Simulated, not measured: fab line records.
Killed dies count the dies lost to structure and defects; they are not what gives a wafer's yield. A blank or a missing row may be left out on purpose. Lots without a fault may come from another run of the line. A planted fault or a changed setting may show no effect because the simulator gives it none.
2 desks, one fault + flow rit_cmos + each desk has only its own numbers; what lay behind them comes last

## AT THE TOOL OWNER'S DESK: furnace-03
The tool's own readings at RIT_FOX1_OXIDATION_00 (target thk 350.7 nm, ox time 1130 s): means of the sampled wafers that have a number, for each lot that ran on this tool. A lot is out of limits, marked OUT, if its mean lies more than 4 standard deviations from the usual mean; the brackets give that distance.
Columns: A = ox_temp_c at RIT_FOX1_OXIDATION_00, usual 1100.2 C; B = spike_tc_centre_C at RIT_FOX1_OXIDATION_00, usual 1102.4 C; C = tube_center_temp_C at RIT_FOX1_OXIDATION_00, usual 1100 C; D = zone_power_load_pct at RIT_FOX1_OXIDATION_00, usual 39 %
| lot  | first seen here | A      | B      | C    | D  |
|------|-----------------|--------|--------|------|----|
| L360 | day 2 12:55     | 1099.8 | 1101.7 | 1100 | 37 |
| L363 | day 3 04:32     | 1100.4 | 1101.7 | 1100 | 37 |
| L364 | day 3 07:51     | 1100.1 | 1101.8 | 1100 | 37 |
| L370 | day 4 15:24     | 1100.1 | 1101.7 | 1100 | 37 |
Result from this desk: across the 4 lots, nothing is out of limits.

## FROM THE METROLOGY DESK
What the gauges read for every lot (on any tool): the sampled wafers with a number, averaged. A lot is out of limits, marked OUT, if its mean lies more than 4 standard deviations from the usual mean; the brackets give that distance.
Columns: A = FOX1_OXIDE_THK at RIT_FOX1_THK_MEAS_01, usual 353 nm
| lot  | first seen here | A             |
|------|-----------------|---------------|
| L356 | day 1 17:52     | 354           |
| L357 | day 1 23:22     | 359           |
| L358 | day 2 03:14     | 357           |
| L359 | day 2 10:11     | 362           |
| L360 | day 2 14:14     | 360           |
| L363 | day 3 05:53     | 346           |
| L364 | day 3 09:10     | 226 (-15) OUT |
| L366 | day 3 21:22     | 355           |
| L368 | day 4 06:50     | 346           |
| L370 | day 4 16:44     | 223 (-16) OUT |
| L372 | day 5 01:20     | 366           |
| L373 | day 5 06:20     | 343           |
| L376 | day 5 22:34     | 364           |
| L377 | day 6 02:26     | 368           |
This desk's finding: out of limits on L364, L370; first on L364, day 3 09:10 (FOX1_OXIDE_THK at RIT_FOX1_THK_MEAS_01). L356, L357, L358, L359, L360, L363, L366, L368, L372, L373, L376, L377: within limits.

## TAKEN TOGETHER
At day 3 09:10 the metrology desk could have sounded an alarm, on L364, L370.
The tool owner's desk saw nothing out of limits.
The tool owner's desk has L364, L370 on record, within its limits.
RIT_FOX1_OXIDATION_00 was run on furnace-03 by each of the lots named.

## WHAT THE SIMULATOR HAD PUT IN
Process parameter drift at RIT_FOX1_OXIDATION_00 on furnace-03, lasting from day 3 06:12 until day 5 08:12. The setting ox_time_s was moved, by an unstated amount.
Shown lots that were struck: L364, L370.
Delay in hours, fault start to first out-of-limits reading, per desk: metrology desk 3.
